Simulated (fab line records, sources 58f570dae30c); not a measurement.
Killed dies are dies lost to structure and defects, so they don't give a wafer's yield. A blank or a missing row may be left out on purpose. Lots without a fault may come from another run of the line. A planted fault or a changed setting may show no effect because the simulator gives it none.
Which tool did it? | flow berkeley_cmos170 | 14 lots, 42 wafers sampled, at 6 steps of a route of 331

WHAT THE GAUGES READ, wafer by wafer
UCB170_PVT_OVL_MEAS_06.
lot  | measured     | on         | PVT_OVL (nm)
L107 | day 5 06:19  | overlay-02 | 4 19 -1
L110 | day 6 04:29  | overlay-02 | 15 13 12
L109 | day 6 04:43  | overlay-02 | -7 -6 -3
L112 | day 6 07:33  | overlay-02 | 4 4 5
L111 | day 6 07:43  | overlay-02 | 8 7 4
L114 | day 6 16:20  | overlay-01 | 22 18 13
L115 | day 6 16:36  | overlay-01 | 10 3 1
L116 | day 7 10:04  | overlay-02 | 17 9 9
L117 | day 7 10:19  | overlay-01 | -6 -12 -4
L118 | day 7 14:10  | overlay-02 | 9 8 7
L119 | day 7 14:27  | overlay-01 | -1 1 0
L128 | day 9 20:42  | overlay-02 | -2 1 -2
L129 | day 10 02:45 | overlay-01 | 9 13 15
L130 | day 10 03:23 | overlay-02 | 7 8 4

UCB170_GATE_THK_MEAS_02.
lot  | measured     | on            | GATE_OXIDE_THK (nm)
L107 | day 5 09:14  | film_metro-02 | 6.65 6.60 6.54
L110 | day 6 07:58  | film_metro-03 | 6.62 6.47 6.51
L109 | day 6 07:58  | film_metro-02 | 6.79 6.73 6.72
L112 | day 6 11:07  | film_metro-02 | 6.73 6.67 6.78
L111 | day 6 11:07  | film_metro-03 | 6.48 6.34 6.36
L114 | day 6 21:43  | film_metro-03 | 6.83 6.65 6.56
L115 | day 6 21:43  | film_metro-02 | 6.73 6.82 6.54
L116 | day 7 12:44  | film_metro-02 | 6.64 6.36 6.58
L117 | day 7 12:44  | film_metro-01 | 6.55 6.56 6.57
L118 | day 7 19:41  | film_metro-03 | 6.58 6.77 6.79
L119 | day 7 19:41  | film_metro-01 | 6.67 6.69 6.72
L128 | day 10 02:42 | film_metro-03 | 6.44 6.49 6.48
L129 | day 10 08:10 | film_metro-02 | 6.49 6.56 6.54
L130 | day 10 08:09 | film_metro-03 | 6.55 6.57 6.51

UCB170_GATE_THK_MEAS_05.
lot  | measured     | on            | GATE_POLY_THK (nm)
L107 | day 5 14:33  | film_metro-03 | 214.4 213.8 213.5
L110 | day 6 13:31  | film_metro-03 | 214.1 217.2 214.8
L109 | day 6 13:31  | film_metro-02 | 215.6 215.8 217.2
L112 | day 6 16:20  | film_metro-01 | 212.9 215.8 214.6
L111 | day 6 16:20  | film_metro-02 | 216.2 215.3 215.2
L114 | day 7 01:13  | film_metro-02 | 211.9 210.0 214.3
L115 | day 7 01:13  | film_metro-03 | 216.9 215.6 216.5
L116 | day 7 16:59  | film_metro-02 | 217.7 217.2 216.4
L117 | day 7 17:02  | film_metro-02 | 215.6 214.2 213.7
L118 | day 8 01:10  | film_metro-02 | 224.7 223.5 224.1
L119 | day 8 01:10  | film_metro-03 | 226.1 225.3 224.7
L128 | day 10 09:06 | film_metro-01 | 216.4 215.1 216.1
L129 | day 10 14:07 | film_metro-01 | 219.6 216.7 216.4
L130 | day 10 14:05 | film_metro-02 | 216.4 216.4 217.1

UCB170_PLDD_CD_MEAS_06: target cd 1200 nm.
lot  | measured     | on        | cd_nm (nm)
L107 | day 5 17:45  | cd_sem-01 | 1201.0 1202.2 1201.6
L110 | day 6 18:56  | cd_sem-01 | 1198.7 1198.5 1198.6
L109 | day 6 18:35  | cd_sem-02 | 1201.4 1203.0 1200.6
L112 | day 6 19:43  | cd_sem-02 | 1200.4 1200.5 1200.4
L111 | day 6 19:28  | cd_sem-02 | 1198.1 1198.7 1197.9
L114 | day 7 05:54  | cd_sem-01 | 1198.3 1197.5 1196.9
L115 | day 7 06:10  | cd_sem-01 | 1200.0 1200.9 1201.4
L116 | day 7 20:11  | cd_sem-01 | 1199.5 1198.1 1200.2
L117 | day 7 20:19  | cd_sem-01 | 1196.8 1197.4 1198.5
L118 | day 8 04:28  | cd_sem-01 | 1200.0 1199.8 1201.2
L119 | day 8 04:41  | cd_sem-02 | 1199.6 1199.3 1199.8
L128 | day 10 11:52 | cd_sem-01 | 1198.8 1199.4 1199.1
L129 | day 10 16:32 | cd_sem-01 | 1200.3 1199.6 1200.2
L130 | day 10 16:51 | cd_sem-02 | 1199.1 1199.1 1199.9

WHICH TOOL RAN EACH LOT (tool, then ch and the chambers of the sampled wafers, then the start)
lot  | UCB170_GATE_CVD_04          | UCB170_GATE_ETCH_15
L107 | lpcvd-02 ch 1, day 5 12:26  | rie_si-01 ch 0,3, day 5 16:14
L110 | lpcvd-01 ch 1, day 6 12:05  | rie_si-02 ch 2,3, day 6 15:25
L109 | lpcvd-01 ch 0, day 6 12:05  | rie_si-01 ch 0,2,3, day 6 15:18
L112 | lpcvd-01 ch 1, day 6 14:55  | rie_si-01 ch 0,2,3, day 6 17:51
L111 | lpcvd-01 ch 1, day 6 14:55  | rie_si-02 ch 0,3, day 6 17:40
L114 | lpcvd-02 ch 1, day 6 23:49  | rie_si-02 ch 0,2,3, day 7 03:00
L115 | lpcvd-02 ch 0, day 6 23:49  | rie_si-01 ch 0,2, day 7 03:17
L116 | lpcvd-02 ch 1, day 7 15:35  | rie_si-02 ch 1,2,3, day 7 18:37
L117 | lpcvd-02 ch 0, day 7 15:35  | rie_si-01 ch 0,3, day 7 18:44
L118 | lpcvd-02 ch 1, day 7 23:45  | rie_si-01 ch 1,2, day 8 02:39
L119 | lpcvd-02 ch 1, day 7 23:45  | rie_si-02 ch 0,1,3, day 8 02:23
L128 | lpcvd-01 ch 1, day 10 07:41 | rie_si-02 ch 0,1,2, day 10 10:31
L129 | lpcvd-01 ch 0, day 10 12:41 | rie_si-01 ch 0,2, day 10 15:11
L130 | lpcvd-01 ch 1, day 10 12:41 | rie_si-02 ch 0,3, day 10 15:26
- UCB170_GATE_CVD_04: deposits poly-Si from SiH4, time 1440 s, target thk 214 nm.
- UCB170_GATE_ETCH_15: etches poly-Si in HBr/Cl2, stops on SiO2, time 56.3 s, target depth 278.2 nm.

WHAT THE TOOLS THEMSELVES READ (means of the sampled wafers that have a number; where no wafer has one, the mark that the record gives instead)
UCB170_GATE_CVD_04.
lot  | tool     | zone_power_centre_pct (%)
L107 | lpcvd-02 | 26.1
L110 | lpcvd-01 | 28.7
L109 | lpcvd-01 | 25.1
L112 | lpcvd-01 | 29.1
L111 | lpcvd-01 | 28.7
L114 | lpcvd-02 | 26.6
L115 | lpcvd-02 | 22.6
L116 | lpcvd-02 | 26.7
L117 | lpcvd-02 | 22.7
L118 | lpcvd-02 | 26.5
L119 | lpcvd-02 | 26.5
L128 | lpcvd-01 | 28.7
L129 | lpcvd-01 | 25.0
L130 | lpcvd-01 | 28.5

UCB170_GATE_ETCH_15.
lot  | tool      | drypump_motor_current_A (A) | oes_product_au (a.u.) | throttle_valve_pct (%)
L107 | rie_si-01 | 6.4                         | 0.828                 | 26.73
L110 | rie_si-02 | 5.3                         | 0.841                 | 26.27
L109 | rie_si-01 | 6.2                         | 0.835                 | 26.63
L112 | rie_si-01 | 6.2                         | 0.826                 | 26.63
L111 | rie_si-02 | 6.0                         | 0.829                 | 26.18
L114 | rie_si-02 | 5.8                         | 0.829                 | 26.28
L115 | rie_si-01 | 6.1                         | 0.833                 | 26.53
L116 | rie_si-02 | 5.2                         | 0.848                 | 26.41
L117 | rie_si-01 | 6.2                         | 0.830                 | 26.60
L118 | rie_si-01 | 5.6                         | 0.858                 | 26.54
L119 | rie_si-02 | 5.4                         | 0.864                 | 26.31
L128 | rie_si-02 | 5.7                         | 0.839                 | 26.42
L129 | rie_si-01 | 6.1                         | 0.832                 | 26.51
L130 | rie_si-02 | 5.5                         | 0.840                 | 26.16

THE ANSWER, worked out from the rows above alone
Rule: what is usual is taken from the lots themselves. Put in order of their means at a reading, lots are off if they are a third of the lots or fewer, leave a main group of 4 or more, and stand apart from it by a gap of 3 or more times the standard deviation of the main group's means; of several such gaps the widest counts. A main group whose means are all the same, to the digits that the tables above print for the reading, isn't used. A lot without any number at a reading at which 4 lots or more have one is off too. The other lots that the step has rows for count as sound. The gauges are gone through in route order, then the tools' own readings, and for those a lot's mean is taken as printed above. The first step at which some lot is off is used, and at that step the reading that is off furthest; a lot without a number counts as furthest.
Off: L118, L119, at UCB170_GATE_THK_MEAS_05 (GATE_POLY_THK). The main group: mean 215.5 nm, standard deviation 1.5.
A tool fits if, at a process step before that reading, it ran every lot that is off, and no sound lot after the first of them. The gauges at UCB170_GATE_THK_MEAS_05 are tried like those tools. One fits: lpcvd-02 at UCB170_GATE_CVD_04. Its last sound lot is L116 (day 7 15:35), its first lot that is off L118 (day 7 23:45): a fault that began between those two fits.

WHAT THE SIMULATOR HAD PUT IN
Process parameter drift: lpcvd-02, from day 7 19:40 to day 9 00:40, at UCB170_GATE_CVD_04. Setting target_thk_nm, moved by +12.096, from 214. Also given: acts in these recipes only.
Lots struck among those shown: L118, L119. The rule above found the same.
